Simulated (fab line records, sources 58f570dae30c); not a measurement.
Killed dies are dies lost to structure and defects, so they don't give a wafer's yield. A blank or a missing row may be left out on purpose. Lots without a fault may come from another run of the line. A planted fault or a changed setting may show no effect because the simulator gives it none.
Which tool did it? | flow berkeley_cmos170 | 14 lots, 42 wafers sampled, at 5 steps of a route of 331

WHAT THE GAUGES READ, wafer by wafer
UCB170_NWELL_OVL_MEAS_12. Usual: NWELL_OVL 6 nm, standard deviation 6.
lot  | measured    | on         | NWELL_OVL (nm) | flag
L841 | day 2 05:13 | overlay-02 | 15 14 14       |
L842 | day 2 15:04 | overlay-01 | 17 18 13       |
L845 | day 3 00:16 | overlay-01 | 2 11 4         |
L844 | day 3 00:31 | overlay-01 | 12 9 13        |
L846 | day 3 06:47 | overlay-01 | 9 2 -1         |
L847 | day 3 08:52 | overlay-01 | 9 3 3          |
L848 | day 3 17:31 | overlay-02 | 7 11 11        |
L849 | day 3 20:19 | overlay-01 | -6 -9 -1       |
L854 | day 4 21:26 | overlay-02 | 10 6 16        |
L856 | day 5 10:20 | overlay-01 | 14 9 11        |
L858 | day 5 21:33 | overlay-01 | 3 5 -1         |
L859 | day 6 06:49 | overlay-01 | 12 12 7        |
L860 | day 6 23:37 | overlay-01 | 7 2 2          |
L864 | day 7 04:13 | overlay-01 | 0 2 -1         |

UCB170_FIELD_THK_MEAS_90. Usual: FIELD_OXIDE_LEFT_1_THK 441 nm, standard deviation 9.2.
lot  | measured     | on            | FIELD_OXIDE_LEFT_1_THK (nm) | flag
L841 | day 4 16:46  | film_metro-02 | 435 437 434                 |
L842 | day 4 23:55  | film_metro-02 | 450 449 447                 |
L845 | day 5 09:35  | film_metro-01 | 438 448 452                 |
L844 | day 5 20:55  | film_metro-02 | 447 437 448                 |
L846 | day 5 20:58  | film_metro-01 | 430 430 432                 |
L847 | day 5 20:56  | film_metro-02 | 457 459 455                 |
L848 | day 7 00:37  | film_metro-04 | 426 425 424                 |
L849 | day 7 00:37  | film_metro-01 | 439 446 434                 |
L854 | day 7 18:15  | film_metro-01 | 436 436 432                 |
L856 | day 8 05:23  | film_metro-02 | 447 448 444                 |
L858 | day 8 15:24  | film_metro-04 | 443 437 442                 |
L859 | day 8 15:23  | film_metro-02 | 442 444 450                 |
L860 | day 9 08:06  | film_metro-01 | 427 441 438                 |
L864 | day 10 00:23 | film_metro-01 | 443 442 438                 |

UCB170_SACOX_THK_MEAS_02. Usual: SACOX_OXIDE_THK 14.34 nm, standard deviation 0.25.
lot  | measured     | on            | SACOX_OXIDE_THK (nm) | flag
L841 | day 4 19:52  | film_metro-02 | 14.74 14.48 14.56    |
L842 | day 5 03:12  | film_metro-01 | 14.14 14.40 14.15    |
L845 | day 5 14:29  | film_metro-03 | 14.62 14.49 14.72    |
L844 | day 6 06:53  | film_metro-02 | 14.03 14.04 14.14    |
L846 | day 6 06:53  | film_metro-01 | 14.44 14.42 14.13    |
L847 | day 6 06:52  | film_metro-03 | 14.18 14.00 14.29    |
L848 | day 7 03:17  | film_metro-02 | 14.41 14.54 14.56    |
L849 | day 7 03:17  | film_metro-01 | 14.61 14.59 14.67    |
L854 | day 7 21:07  | film_metro-02 | 14.14 14.09 14.12    |
L856 | day 8 10:27  | film_metro-03 | 14.08 14.04 13.87    |
L858 | day 8 19:07  | film_metro-02 | 14.34 14.29 14.13    |
L859 | day 8 19:07  | film_metro-01 | 14.37 14.32 14.24    |
L860 | day 9 10:52  | film_metro-03 | 14.38 14.46 14.39    |
L864 | day 10 04:23 | film_metro-03 | 13.96 13.70 13.89    |

WHICH TOOL RAN EACH LOT (tool, then ch and the chambers of the sampled wafers, then the start)
lot  | UCB170_NWELL_COAT_07             | UCB170_NWELL_STRIP_15
L841 | litho_track-04 ch 0, day 2 03:45 | plasma_asher-01 ch 0,1, day 2 05:29
L842 | litho_track-02 ch 0, day 2 14:16 | plasma_asher-01 ch 0,1, day 2 15:21
L845 | litho_track-01 ch 0, day 2 23:34 | plasma_asher-01 ch 0, day 3 00:33
L844 | litho_track-04 ch 0, day 2 23:41 | plasma_asher-03 ch 0,1, day 3 00:49
L846 | litho_track-02 ch 0, day 3 05:59 | plasma_asher-02 ch 0,1, day 3 07:05
L847 | litho_track-04 ch 0, day 3 08:10 | plasma_asher-02 ch 0,1, day 3 09:08
L848 | litho_track-04 ch 0, day 3 16:37 | plasma_asher-03 ch 0,1, day 3 17:49
L849 | litho_track-04 ch 0, day 3 19:26 | plasma_asher-01 ch 0,1, day 3 20:35
L854 | litho_track-02 ch 0, day 4 20:40 | plasma_asher-01 ch 0,1, day 4 21:43
L856 | litho_track-04 ch 0, day 5 09:32 | plasma_asher-01 ch 0,1, day 5 10:39
L858 | litho_track-04 ch 0, day 5 20:46 | plasma_asher-01 ch 0,1, day 5 21:52
L859 | litho_track-02 ch 0, day 6 06:02 | plasma_asher-02 ch 1, day 6 07:07
L860 | litho_track-04 ch 0, day 6 22:49 | plasma_asher-01 ch 0,1, day 6 23:55
L864 | litho_track-01 ch 0, day 7 03:25 | plasma_asher-01 ch 0,1, day 7 04:30
- UCB170_NWELL_COAT_07: resist thk 900 nm.
- UCB170_NWELL_STRIP_15: strips in O2.

WHAT THE TOOLS THEMSELVES READ (means of the sampled wafers that have a number; where no wafer has one, the mark that the record gives instead)
UCB170_NWELL_COAT_07. Usual: spin_speed_rpm 1500.0 rpm, standard deviation 1.1.
lot  | tool           | spin_speed_rpm (rpm) | flag
L841 | litho_track-04 | 1499.4               |
L842 | litho_track-02 | 1500.4               |
L845 | litho_track-01 | 1499.4               |
L844 | litho_track-04 | 1499.5               |
L846 | litho_track-02 | 1499.7               |
L847 | litho_track-04 | 1498.8               |
L848 | litho_track-04 | 1499.3               |
L849 | litho_track-04 | 1498.6               |
L854 | litho_track-02 | 1500.7               |
L856 | litho_track-04 | 1501.3               |
L858 | litho_track-04 | 1500.1               |
L859 | litho_track-02 | 1500.5               |
L860 | litho_track-04 | 1499.2               |
L864 | litho_track-01 | 1501.2               |

UCB170_NWELL_STRIP_15. Usual: drypump_motor_current_A 5.6 A, standard deviation 0.34; oes_product_au 0.721 a.u., standard deviation 0.0045; strip_time_to_endpoint_s 18.05 s, standard deviation 0.071.
lot  | tool            | drypump_motor_current_A (A) | oes_product_au (a.u.) | strip_time_to_endpoint_s (s) | flag
L841 | plasma_asher-01 | 5.2                         | 0.721                 | 18.01                        |
L842 | plasma_asher-01 | 5.2                         | 0.724                 | 18.13                        |
L845 | plasma_asher-01 | 5.3                         | 0.721                 | 18.10                        |
L844 | plasma_asher-03 | 5.9                         | 0.720                 | 18.10                        |
L846 | plasma_asher-02 | 5.8                         | 0.716                 | 18.01                        |
L847 | plasma_asher-02 | 5.7                         | 0.723                 | 18.07                        |
L848 | plasma_asher-03 | 5.8                         | 0.722                 | 18.01                        |
L849 | plasma_asher-01 | 5.1                         | 0.724                 | 18.09                        |
L854 | plasma_asher-01 | 5.2                         | 0.715                 | 18.07                        |
L856 | plasma_asher-01 | 5.1                         | 0.720                 | 18.06                        |
L858 | plasma_asher-01 | 5.1                         | 0.728                 | 19.51                        | OFF
L859 | plasma_asher-02 | 5.9                         | 0.719                 | 18.04                        |
L860 | plasma_asher-01 | 5.1                         | 0.725                 | 19.55                        | OFF
L864 | plasma_asher-01 | 5.2                         | 0.719                 | 18.05                        |

THE ANSWER, worked out from the rows above alone
Rule: a lot is off if the mean of its wafers that have a number lies more than 3 standard deviations from the usual mean. A lot without any number at a reading at which 4 lots or more have one is off too. The other lots that the step has rows for count as sound. The gauges are gone through in route order, then the tools' own readings, and for those a lot's mean is taken as printed above. The first step at which some lot is off is used, and at that step the reading that is off furthest; a lot without a number counts as furthest.
Off: L858, L860, at UCB170_NWELL_STRIP_15 (strip_time_to_endpoint_s).
A tool fits if, at that step or a process step before it, it ran every lot that is off, and no sound lot after the first of them. One fits: litho_track-04 at UCB170_NWELL_COAT_07. Its last sound lot is L856 (day 5 09:32), its first lot that is off L858 (day 5 20:46): a fault that began between those two fits.

WHAT THE SIMULATOR HAD PUT IN
Process parameter drift: litho_track-04, from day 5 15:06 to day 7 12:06, at UCB170_NWELL_COAT_07. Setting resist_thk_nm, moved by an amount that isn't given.
Lots struck among those shown: L858, L860. The rule above found the same.
